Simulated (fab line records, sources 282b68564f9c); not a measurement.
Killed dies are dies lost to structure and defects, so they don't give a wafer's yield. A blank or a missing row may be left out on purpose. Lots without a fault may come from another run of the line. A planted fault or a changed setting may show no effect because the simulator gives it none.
Problem report in the 8D (eight disciplines) form, filled by code | flow rit_cmos | the parts of the form that need people (team, actions taken, sign-off) are left out

1. THE PROBLEM
cathode_dc_power_W at RIT_SILICIDE_SPUTTER_01 reads a mean of 331.75 W on 3 wafers of 2 lots; wafers without a fault read 350.00 W with a standard deviation of 0.059. That is -99 or more standard deviations from the usual mean.
The step: material Ti, target thk 30 nm, time 240 s.
First seen on wafer L134.1, day 5 04:08, on pvd_sputter-03. The record holds 18 wafers of 6 lots with a number at this step. Rule for "out", or "out of limits": more than 4 standard deviations from the usual mean. The other wafers with a number count as sound.

2. WHAT IT IS AND WHAT IT IS NOT
question                    | is                     | is not
which readings at this step | cathode_dc_power_W     | throttle_valve_pct
which lots                  | L134, L136             | L125, L128, L143, L147
which wafers of those lots  | L134.1, L134.5, L136.2 | L134.2, L136.4, L136.6
read on which tools         | pvd_sputter-03         | pvd_sputter-01, pvd_sputter-04
when                        | from day 5 04:08       | up to then (7 sound wafers); but 8 sound wafers of L136, L143, L147 came after

3. SUSPECTS, AND WHAT RULES EACH OUT
Counting: a tool at a process step up to the reading stays a suspect if it ran every lot that is out. Sound lots after the first of them don't rule it out here, since some wafers of a struck lot are sound.
- rtp_anneal-02 at RIT_SDANNEAL_RTA_03 (time 5 s): kept. It ran every lot that is out, first L134 (day 5 03:35); its last sound lot up to then is L128 (day 3 20:40).
- pvd_sputter-03 at RIT_SILICIDE_SPUTTER_01 (material Ti, target thk 30 nm, time 240 s): kept. It ran every lot that is out, first L134 (day 5 04:08); its last sound lot up to then is L128 (day 3 21:13). Its own readings are out on those wafers: cathode_dc_power_W.
Left after counting: rtp_anneal-02 at RIT_SDANNEAL_RTA_03, pvd_sputter-03 at RIT_SILICIDE_SPUTTER_01.

4. THE CAUSE (what the simulator had put in)
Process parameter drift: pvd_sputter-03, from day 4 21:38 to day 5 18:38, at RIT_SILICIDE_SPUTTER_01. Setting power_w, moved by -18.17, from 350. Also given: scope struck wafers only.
Counting left 2 suspects, and this tool is among them.

5. THE CHAIN OF EFFECTS, in route order
Each row: a reading whose mean over the struck wafers that have a number lies more than 3 standard deviations from the usual. Only readings for which the record gives a usual standard deviation are gone through. hours: the time from each lot's start at the first step in this table that gives one to its start at this step, as a median over the lots. sigmas: the change in usual standard deviations.
hours | step                    | reading            | usual    | on struck wafers | change | sigmas
0     | RIT_SILICIDE_SPUTTER_01 | cathode_dc_power_W | 350.00 W | 331.75           | -18.25 | -99 or more
The process steps in it:
- RIT_SILICIDE_SPUTTER_01: material Ti, target thk 30 nm, time 240 s.
Later measuring or inspecting steps at which every struck wafer that the step has a row for has a number for every such reading, and none has moved that far: RIT_SILICIDE_RS_MEAS_02, RIT_SILICIDE_THK_MEAS_03.

6. WHAT WOULD HAVE CAUGHT IT SOONER
In this record the first reading out of limits was taken at day 5 04:08, 7 hours after the fault began at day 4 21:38.
